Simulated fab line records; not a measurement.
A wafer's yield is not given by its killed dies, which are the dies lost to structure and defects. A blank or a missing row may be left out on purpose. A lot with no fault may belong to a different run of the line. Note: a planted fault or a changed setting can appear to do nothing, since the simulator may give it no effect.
Split-lot experiment :: flow berkeley-cmos170 :: 5 lots, 23 wafers read, on a route of 331 steps

## ON THE SPLIT
At UCB170_START_OXIDATION_02 (target thk 20 nm, ox time 1800 s), the setting ox-time-s was moved away from the recipe's 1800 s on 15 of the 23 wafers read, by +13.3% to +14.0%. This setting was run at the recipe's value on the other wafers.

The file shows no step between the split and the reading.

## THE READING
START_OXIDE_THK in nanometres, read at UCB170_START_THK_MEAS_03. On this fab line, fault-free wafers typically give 19.9 nm with a standard deviation of 0.32 nm.

wafer: L075.1
tool, chamber at the split: -, -
ox-time-s as run, s: 2039
against the recipe: +13.3%
START_OXIDE_THK, nm: 21.5
against lot-mates on the recipe: no lot-mate on the recipe

wafer: L075.2
tool, chamber at the split: -, -
ox-time-s as run, s: 2039
against the recipe: +13.3%
START_OXIDE_THK, nm: 21.4
against lot-mates on the recipe: no lot-mate on the recipe

wafer: L075.3
tool, chamber at the split: -, -
ox-time-s as run, s: 2039
against the recipe: +13.3%
START_OXIDE_THK, nm: 21.7
against lot-mates on the recipe: no lot-mate on the recipe

wafer: L075.4
tool, chamber at the split: -, -
ox-time-s as run, s: 2039
against the recipe: +13.3%
START_OXIDE_THK, nm: 21.4
against lot-mates on the recipe: no lot-mate on the recipe

wafer: L075.5
tool, chamber at the split: -, -
ox-time-s as run, s: 2039
against the recipe: +13.3%
START_OXIDE_THK, nm: 21.5
against lot-mates on the recipe: no lot-mate on the recipe

wafer: L076.1
tool, chamber at the split: -, -
ox-time-s as run, s: 2047
against the recipe: +13.7%
START_OXIDE_THK, nm: 21.7
against lot-mates on the recipe: no lot-mate on the recipe

wafer: L076.3
tool, chamber at the split: -, -
ox-time-s as run, s: 2047
against the recipe: +13.7%
START_OXIDE_THK, nm: 21.8
against lot-mates on the recipe: no lot-mate on the recipe

wafer: L076.4
tool, chamber at the split: -, -
ox-time-s as run, s: 2047
against the recipe: +13.7%
START_OXIDE_THK, nm: 21.9
against lot-mates on the recipe: no lot-mate on the recipe

wafer: L076.5
tool, chamber at the split: -, -
ox-time-s as run, s: 2047
against the recipe: +13.7%
START_OXIDE_THK, nm: 21.7
against lot-mates on the recipe: no lot-mate on the recipe

wafer: L076.6
tool, chamber at the split: -, -
ox-time-s as run, s: 2047
against the recipe: +13.7%
START_OXIDE_THK, nm: 21.9
against lot-mates on the recipe: no lot-mate on the recipe

wafer: L078.1
tool, chamber at the split: furnace-02, 0
ox-time-s as run, s: 1800
against the recipe: recipe
START_OXIDE_THK, nm: 20.4
against lot-mates on the recipe: -

wafer: L078.3
tool, chamber at the split: furnace-02, 0
ox-time-s as run, s: 1800
against the recipe: recipe
START_OXIDE_THK, nm: 19.9
against lot-mates on the recipe: -

wafer: L078.5
tool, chamber at the split: furnace-02, 0
ox-time-s as run, s: 1800
against the recipe: recipe
START_OXIDE_THK, nm: 20.4
against lot-mates on the recipe: -

wafer: L079.1
tool, chamber at the split: -, -
ox-time-s as run, s: 2052
against the recipe: +14.0%
START_OXIDE_THK, nm: 21.8
against lot-mates on the recipe: no lot-mate on the recipe

wafer: L079.2
tool, chamber at the split: -, -
ox-time-s as run, s: 2052
against the recipe: +14.0%
START_OXIDE_THK, nm: 21.4
against lot-mates on the recipe: no lot-mate on the recipe

wafer: L079.3
tool, chamber at the split: -, -
ox-time-s as run, s: 2052
against the recipe: +14.0%
START_OXIDE_THK, nm: 21.6
against lot-mates on the recipe: no lot-mate on the recipe

wafer: L079.5
tool, chamber at the split: -, -
ox-time-s as run, s: 2052
against the recipe: +14.0%
START_OXIDE_THK, nm: 21.5
against lot-mates on the recipe: no lot-mate on the recipe

wafer: L079.6
tool, chamber at the split: -, -
ox-time-s as run, s: 2052
against the recipe: +14.0%
START_OXIDE_THK, nm: 21.5
against lot-mates on the recipe: no lot-mate on the recipe

wafer: L082.1
tool, chamber at the split: -, -
ox-time-s as run, s: 1800
against the recipe: recipe
START_OXIDE_THK, nm: 19.9
against lot-mates on the recipe: -

wafer: L082.2
tool, chamber at the split: -, -
ox-time-s as run, s: 1800
against the recipe: recipe
START_OXIDE_THK, nm: 20.3
against lot-mates on the recipe: -

wafer: L082.3
tool, chamber at the split: -, -
ox-time-s as run, s: 1800
against the recipe: recipe
START_OXIDE_THK, nm: 20.0
against lot-mates on the recipe: -

wafer: L082.4
tool, chamber at the split: -, -
ox-time-s as run, s: 1800
against the recipe: recipe
START_OXIDE_THK, nm: 20.0
against lot-mates on the recipe: -

wafer: L082.6
tool, chamber at the split: -, -
ox-time-s as run, s: 1800
against the recipe: recipe
START_OXIDE_THK, nm: 20.0
against lot-mates on the recipe: -

THE FIT
A straight line over all 23 wafers: START_OXIDE_THK changes by +0.11 nm for each +1% of ox-time-s; r = +0.97; the points scatter about the line by 0.19 nm.
Too few moved wafers have a lot-mate on the recipe to fit a line with each lot's own level taken away.

## THE WHOLE CHAIN: every reading that the file lists as answering this split, in the file's order
step: UCB170_START_OXIDATION_02
what it does: target thk 20 nm, ox time 1800 s
reading: SiO2_of_START_OXIDATION_02.thk-nm (the simulator's own value, which no gauge read)
change (the file's fit): +0.109 nm for each +1% of the setting
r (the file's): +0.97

step: UCB170_START_THK_MEAS_03
what it does: 
reading: START_OXIDE_THK
change (the file's fit): +0.109 for each +1% of the setting
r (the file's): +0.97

## THE FILE'S OWN FIT
START_OXIDE_THK changes by +0.109 nm for each +1% of ox-time-s, r = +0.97.
